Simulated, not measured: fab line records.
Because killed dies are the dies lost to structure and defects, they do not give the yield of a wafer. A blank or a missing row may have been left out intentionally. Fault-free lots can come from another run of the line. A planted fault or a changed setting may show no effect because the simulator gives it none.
Matching of chambers | flow berkeleyCmos170 | UCB170_ZERO_ETCH_06 on rieDiel-03 has 4 sister chambers
The step etches SiO2 in CHF3/CF4/Ar, time 12 s. 8 wafers are shown with their chamber, then 11 later ones without.

== WAFERS PAIRED WITH THEIR CHAMBERS ==
wafer  | chamber | drypumpMotorCurrentA (A) | throttleValvePct (%)
L080.6 | 3       | 4.8                      | 9.24
L082.6 | 3       | 4.9                      | 9.24
L085.4 | 2       | 6.6                      | 9.26
L085.5 | 2       | 6.6                      | 9.26
L086.2 | 0       | 6.3                      | 9.28
L086.3 | 1       | 5.0                      | 8.99
L086.6 | 1       | 4.9                      | 8.99
L087.3 | 0       | 6.3                      | 9.27

== WAFERS WITH NO CHAMBER GIVEN ==
wafer  | drypumpMotorCurrentA (A) | throttleValvePct (%)
L087.4 | 6.6                      | 9.26
L087.6 | 6.3                      | 9.28
L091.3 | 6.6                      | 9.25
L091.4 | 4.9                      | 9.22
L091.5 | 6.3                      | 9.29
L093.1 | 6.3                      | 9.28
L093.3 | 4.9                      | 9.00
L093.5 | 6.3                      | 9.27
L095.1 | 6.3                      | 9.29
L095.5 | 6.6                      | 9.27
L095.6 | 5.0                      | 8.98

== WHICH CHAMBER EACH WENT THROUGH ==
wafer  | from the rows above | in truth
L087.4 | 2                   | 2
L087.6 | 0                   | 0
L091.3 | 2                   | 2
L091.4 | 3                   | 3
L091.5 | 0                   | 0
L093.1 | 0                   | 0
L093.3 | 1                   | 1
L093.5 | 0                   | 0
L095.1 | 0                   | 0
L095.5 | 2                   | 2
L095.6 | 1                   | 1
11 of 11 placed correctly. From these rows, 0 cannot be placed. 0 placed wrongly.
How it was worked out, from the rows above alone: a wafer's distance from a chamber is the root of the sum, over the readings, of the square of ((its reading less the chamber's mean) divided by the reading's scatter). If the next closest chamber is less than 2 further off than the closest, the wafer can't be placed; otherwise it belongs to the closest. Each chamber's mean is taken over the wafers shown for it. The scatter is the square root of a quotient: the sum, over the shown wafers, of each reading's squared deviation from its chamber's mean, divided by wafers minus chambers.
